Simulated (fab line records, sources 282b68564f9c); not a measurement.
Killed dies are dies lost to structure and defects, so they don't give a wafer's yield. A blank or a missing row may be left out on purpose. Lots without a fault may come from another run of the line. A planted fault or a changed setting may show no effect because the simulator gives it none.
Which tool did it? | flow rit_cmos | 13 lots, 39 wafers sampled, at 3 steps of a route of 202

WHAT THE GAUGES READ, wafer by wafer
RIT_GATE_THK_MEAS_07. Usual: GATE_OXIDE_THK 3.02 nm, standard deviation 0.057.
lot  | measured    | on            | GATE_OXIDE_THK (nm) | flag
L194 | day 2 20:07 | film_metro-03 | 3.01 2.99 2.94      |
L195 | day 3 01:16 | film_metro-02 | 3.07 3.04 3.06      |
L196 | day 3 18:22 | film_metro-03 | 3.03 3.02 2.94      |
L200 | day 4 09:25 | film_metro-02 | 3.28 3.32 3.37      | OFF
L201 | day 5 01:38 | film_metro-04 | 3.06 3.07 3.05      |
L204 | day 5 08:10 | film_metro-04 | 3.38 3.42 3.32      | OFF
L208 | day 5 22:40 | film_metro-04 | 3.12 3.06 3.08      |
L211 | day 6 07:38 | film_metro-02 | 3.03 3.11 3.03      |
L210 | day 6 07:53 | film_metro-02 | 3.07 3.01 2.98      |
L213 | day 6 11:43 | film_metro-02 | 3.02 3.00 2.94      |
L215 | day 6 23:27 | film_metro-04 | 3.04 2.96 2.98      |
L216 | day 7 01:32 | film_metro-04 | 2.97 2.98 2.90      |
L217 | day 7 09:52 | film_metro-04 | 2.99 2.98 3.01      |

RIT_GATE_CD_MEAS_16: target cd 150 nm. Usual: cd_nm 150.3 nm, standard deviation 2.1.
lot  | measured    | on        | cd_nm (nm)        | flag
L194 | day 2 23:04 | cd_sem-01 | 151.5 151.4 151.3 |
L195 | day 3 03:59 | cd_sem-02 | 152.6 149.5 150.3 |
L196 | day 3 21:06 | cd_sem-02 | 154.7 152.4 149.8 |
L200 | day 4 12:12 | cd_sem-02 | 151.5 153.4 154.1 |
L201 | day 5 04:21 | cd_sem-02 | 149.9 149.9 153.3 |
L204 | day 5 10:54 | cd_sem-02 | 132.0 129.3 131.0 | OFF
L208 | day 6 01:25 | cd_sem-01 | 150.3 150.2 149.5 |
L211 | day 6 10:52 | cd_sem-01 | 153.6 153.3 153.6 |
L210 | day 6 11:04 | cd_sem-01 | 147.9 149.3 149.1 |
L213 | day 6 14:44 | cd_sem-02 | 150.8 148.5 153.2 |
L215 | day 7 02:08 | cd_sem-02 | 148.8 149.3 149.8 |
L216 | day 7 04:13 | cd_sem-01 | 151.1 150.7 150.1 |
L217 | day 7 13:45 | cd_sem-02 | 144.1 145.5 145.7 |

WHICH TOOL RAN EACH LOT (tool, then ch and the chambers of the sampled wafers, then the start)
lot  | RIT_GATE_OXIDATION_05
L194 | furnace-04 ch 0, day 2 17:28
L195 | furnace-03 ch 0, day 2 22:37
L196 | furnace-04 ch 0, day 3 05:03
L200 | furnace-04 ch 0, day 4 05:43
L201 | furnace-03 ch 0, day 4 22:18
L204 | furnace-04 ch 0, day 5 02:00
L208 | furnace-03 ch 0, day 5 20:56
L211 | furnace-01 ch 0, day 6 05:26
L210 | furnace-01 ch 0, day 6 06:31
L213 | furnace-01 ch 0, day 6 09:52
L215 | furnace-03 ch 0, day 6 22:08
L216 | furnace-03 ch 0, day 7 00:09
L217 | furnace-03 ch 0, day 7 06:37
- RIT_GATE_OXIDATION_05: target thk 3 nm, ox time 270 s.

WHAT THE TOOLS THEMSELVES READ (means of the sampled wafers that have a number; where no wafer has one, the mark that the record gives instead)
RIT_GATE_OXIDATION_05. Usual: spike_tc_centre_C 902.0 C, standard deviation 1.9; spike_tc_load_C 925.2 C, standard deviation 2.8; spike_tc_source_C 924 C, standard deviation 3.5; tube_center_temp_C 899.99 C, standard deviation 0.079; tube_center_temp_C_max 902.3, standard deviation 0.34.
lot  | tool       | spike_tc_centre_C (C) | spike_tc_load_C (C) | spike_tc_source_C (C) | tube_center_temp_C (C) | tube_center_temp_C_max | flag
L194 | furnace-04 | 900.0                 | 925.6               | 926                   | 899.99                 | 902.0                  |
L195 | furnace-03 | 903.4                 | 927.4               | 926                   | 899.96                 | 902.5                  |
L196 | furnace-04 | 900.5                 | 925.5               | 927                   | 899.98                 | 902.0                  |
L200 | furnace-04 | 908.8                 | 934.3               | 935                   | 908.34                 | 910.4                  | OFF
L201 | furnace-03 | 904.7                 | 927.4               | 927                   | 900.00                 | 902.3                  |
L204 | furnace-04 | 907.8                 | 933.7               | 935                   | 908.32                 | 910.5                  | OFF
L208 | furnace-03 | 903.8                 | 927.1               | 926                   | 899.96                 | 902.2                  |
L211 | furnace-01 | 902.8                 | 920.7               | 918                   | 900.07                 | 902.3                  |
L210 | furnace-01 | 901.8                 | 920.9               | 918                   | 900.01                 | 902.3                  |
L213 | furnace-01 | 902.6                 | 920.5               | 918                   | 899.92                 | 902.4                  |
L215 | furnace-03 | 903.7                 | 926.6               | 925                   | 900.03                 | 902.4                  |
L216 | furnace-03 | 904.2                 | 927.6               | 926                   | 899.89                 | 902.1                  |
L217 | furnace-03 | 903.2                 | 927.6               | 925                   | 899.98                 | 902.5                  |

THE ANSWER, worked out from the rows above alone
Rule: a lot is off if the mean of its wafers that have a number lies more than 3 standard deviations from the usual mean. A lot without any number at a reading at which 4 lots or more have one is off too. The other lots that the step has rows for count as sound. The gauges are gone through in route order, then the tools' own readings, and for those a lot's mean is taken as printed above. The first step at which some lot is off is used, and at that step the reading that is off furthest; a lot without a number counts as furthest.
Off: L200, L204, at RIT_GATE_THK_MEAS_07 (GATE_OXIDE_THK).
A tool fits if, at a process step before that reading, it ran every lot that is off, and no sound lot after the first of them. The gauges at RIT_GATE_THK_MEAS_07 aren't tried: what is off there is off at RIT_GATE_OXIDATION_05 too, on other tools, and a gauge's error can't cause that. One fits: furnace-04 at RIT_GATE_OXIDATION_05. Its last sound lot is L196 (day 3 05:03), its first lot that is off L200 (day 4 05:43): a fault that began between those two fits.
The tool's own readings at RIT_GATE_OXIDATION_05 bear it out: on the lots that are off they differ by more than 5 times the standard deviation of the sound lots' means. tube_center_temp_C reads 908.33 C there against 899.98 C on the sound lots; tube_center_temp_C_max reads 910.5 there against 902.3 on the sound lots.

WHAT THE SIMULATOR HAD PUT IN
Process parameter drift: furnace-04, from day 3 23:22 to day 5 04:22, at RIT_GATE_OXIDATION_05. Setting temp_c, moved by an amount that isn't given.
Lots struck among those shown: L200, L204. The rule above found the same.
